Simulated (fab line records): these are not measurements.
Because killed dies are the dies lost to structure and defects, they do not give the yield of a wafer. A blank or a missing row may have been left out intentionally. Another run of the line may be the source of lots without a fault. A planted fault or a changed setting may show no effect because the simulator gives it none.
Matching of chambers / flow berkeley cmos170 / 4 sister chambers for UCB170_PWELL_ETCH_14 on rie diel-01
The step etches Si3N4 in CH3F/Ar/O2, stops on SiO2, target depth 242 nm, time 151 s. 14 wafers are shown with their chamber, then 7 later ones without.

== WAFERS, EACH WITH ITS CHAMBER ==
wafer=L430.4; chamber=0; throttle valve pct (%)=7.83; CH3F_flow_sccm (sccm)=20.13; oes product au (a.u.)=0.948
wafer=L430.5; chamber=3; throttle valve pct (%)=8.17; CH3F_flow_sccm (sccm)=19.95; oes product au (a.u.)=0.950
wafer=L430.6; chamber=0; throttle valve pct (%)=7.84; CH3F_flow_sccm (sccm)=19.99; oes product au (a.u.)=0.953
wafer=L431.2; chamber=2; throttle valve pct (%)=8.00; CH3F_flow_sccm (sccm)=19.95; oes product au (a.u.)=0.958
wafer=L431.3; chamber=3; throttle valve pct (%)=8.16; CH3F_flow_sccm (sccm)=19.96; oes product au (a.u.)=0.954
wafer=L431.6; chamber=2; throttle valve pct (%)=7.98; CH3F_flow_sccm (sccm)=19.97; oes product au (a.u.)=0.952
wafer=L432.2; chamber=3; throttle valve pct (%)=8.17; CH3F_flow_sccm (sccm)=20.02; oes product au (a.u.)=0.948
wafer=L432.3; chamber=2; throttle valve pct (%)=7.97; CH3F_flow_sccm (sccm)=19.92; oes product au (a.u.)=0.956
wafer=L432.6; chamber=1; throttle valve pct (%)=8.10; CH3F_flow_sccm (sccm)=19.89; oes product au (a.u.)=0.956
wafer=L436.1; chamber=3; throttle valve pct (%)=8.16; CH3F_flow_sccm (sccm)=20.12; oes product au (a.u.)=0.944
wafer=L436.2; chamber=1; throttle valve pct (%)=8.12; CH3F_flow_sccm (sccm)=19.90; oes product au (a.u.)=0.940
wafer=L436.5; chamber=3; throttle valve pct (%)=8.16; CH3F_flow_sccm (sccm)=19.99; oes product au (a.u.)=0.938
wafer=L441.4; chamber=3; throttle valve pct (%)=8.17; CH3F_flow_sccm (sccm)=20.06; oes product au (a.u.)=0.943
wafer=L441.5; chamber=1; throttle valve pct (%)=8.10; CH3F_flow_sccm (sccm)=20.04; oes product au (a.u.)=0.948

SIGNATURES (means of the wafers above)
reading=throttle valve pct; chamber 0=7.8350; chamber 1=8.1067; chamber 2=7.9833; chamber 3=8.1650; scatter within a chamber=0.00966
reading=CH3F_flow_sccm; chamber 0=20.0600; chamber 1=19.9433; chamber 2=19.9467; chamber 3=20.0167; scatter within a chamber=0.0679
reading=oes product au; chamber 0=0.95050; chamber 1=0.94800; chamber 2=0.95533; chamber 3=0.94617; scatter within a chamber=0.00566
Rule: for each reading, subtract the chamber's mean from the wafer's reading, divide by that reading's scatter and square the result; add these up over the readings and take the root, which gives the wafer's distance from the chamber. If the next closest chamber is less than 2 further off than the closest, the wafer can't be placed; otherwise it belongs to the closest. The scatter: take each reading less its chamber's mean, square it, sum over the shown wafers, divide by the number of wafers less the number of chambers, and take the root.

== WAFERS MISSING THEIR CHAMBER ==
wafer=L441.6; throttle valve pct (%)=7.99; CH3F_flow_sccm (sccm)=19.99; oes product au (a.u.)=0.957
wafer=L453.2; throttle valve pct (%)=7.84; CH3F_flow_sccm (sccm)=20.03; oes product au (a.u.)=0.950
wafer=L453.3; throttle valve pct (%)=7.99; CH3F_flow_sccm (sccm)=20.17; oes product au (a.u.)=0.968
wafer=L453.5; throttle valve pct (%)=7.82; CH3F_flow_sccm (sccm)=20.18; oes product au (a.u.)=0.958
wafer=L452.3; throttle valve pct (%)=7.83; CH3F_flow_sccm (sccm)=20.04; oes product au (a.u.)=0.943
wafer=L452.5; throttle valve pct (%)=8.00; CH3F_flow_sccm (sccm)=19.99; oes product au (a.u.)=0.964
wafer=L452.6; throttle valve pct (%)=8.17; CH3F_flow_sccm (sccm)=20.03; oes product au (a.u.)=0.961

== WHICH CHAMBER EACH ONE RAN IN ==
wafer=L441.6; from the rows above=2; in truth=2
wafer=L453.2; from the rows above=0; in truth=0
wafer=L453.3; from the rows above=2; in truth=2
wafer=L453.5; from the rows above=0; in truth=0
wafer=L452.3; from the rows above=0; in truth=0
wafer=L452.5; from the rows above=2; in truth=2
wafer=L452.6; from the rows above=3; in truth=3
Correctly placed: 7 of 7. Number that these rows cannot place: 0. 0 placed wrongly.
